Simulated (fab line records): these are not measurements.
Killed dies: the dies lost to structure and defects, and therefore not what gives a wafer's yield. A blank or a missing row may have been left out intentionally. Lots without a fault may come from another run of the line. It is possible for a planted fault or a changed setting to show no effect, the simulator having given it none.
The tool behind it: which one?	flow rit cmos	14 lots, 42 wafers sampled, at 1 step of a route of 202

WHAT EACH GAUGE READ, for each wafer
The record lacks any reading of a measuring or inspecting step that a usual standard deviation could be used to judge.

WHAT TOOL EACH LOT RAN ON (gives the tool, then ch and the chambers of the sampled wafers, and finally the start)
lot	RIT_FOX1_WET_ETCH_02
L101	wet bench-02 ch 0, day 1 17:17
L102	wet bench-03 ch 2, day 1 22:10
L105	wet bench-03 ch 0, day 2 14:01
L106	wet bench-01 ch 3, day 2 17:53
L108	wet bench-02 ch 0, day 3 05:01
L112	wet bench-03 ch 3, day 4 00:04
L113	wet bench-03 ch 3, day 4 05:19
L114	wet bench-02 ch 1, day 4 09:53
L115	wet bench-01 ch 0, day 4 15:01
L117	wet bench-02 ch 1, day 5 01:36
L120	wet bench-02 ch 2, day 5 17:24
L121	wet bench-01 ch 1, day 6 00:00
L122	wet bench-01 ch 0, day 6 03:52
L124	wet bench-02 ch 3, day 6 14:19
- RIT_FOX1_WET_ETCH_02: etches SiO2 in BOE, target depth 350 nm, time 390 s.

WHAT THE TOOLS THEMSELVES READ (means of the sampled wafers that have a number; where no wafer has one, the mark that the record gives instead)
RIT_FOX1_WET_ETCH_02. Usual: run length s 420 s, standard deviation 3.9.
lot	tool	run length s (s)	flag
L101	wet bench-02	418	
L102	wet bench-03	414	
L105	wet bench-03	415	
L106	wet bench-01	417	
L108	wet bench-02	424	
L112	wet bench-03	657	OFF
L113	wet bench-03	658	OFF
L114	wet bench-02	425	
L115	wet bench-01	423	
L117	wet bench-02	417	
L120	wet bench-02	416	
L121	wet bench-01	416	
L122	wet bench-01	417	
L124	wet bench-02	416	

THE ANSWER, worked out from the rows above alone
Rule: lot off if the mean of its wafers having a number is beyond 3 standard deviations from the usual mean. Also off: a lot with no number at a reading for which 4 or more lots have one. The other lots that the step has rows for count as sound. Order of review: gauges by route order, followed by the tools' own readings, for which a lot's mean as printed above is used. At the first step where some lot is off, the reading lying furthest off is the one used; lots without a number count as furthest.
Off: L112, L113, at RIT_FOX1_WET_ETCH_02 (run length s).
A tool fits if, at that step or a process step before it, it ran every lot that is off, and no sound lot after the first of them. One fits: RIT_FOX1_WET_ETCH_02 on wet bench-03. A fault onset in the window from L105 (day 2 14:01, its last sound lot) to L112 (day 4 00:04, its first lot off) fits.
On the lots that are off, the tool's own readings at RIT_FOX1_WET_ETCH_02 differ by more than 5 times the standard deviation of the sound lots' means, which bears it out; run length s reads 658 s there versus 418 s on the sound lots.

WHAT THE SIMULATOR PUT IN
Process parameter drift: wet bench-03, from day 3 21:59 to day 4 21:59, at RIT_FOX1_WET_ETCH_02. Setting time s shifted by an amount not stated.
Shown lots that were struck: L112, L113. The same result came from the rule above.
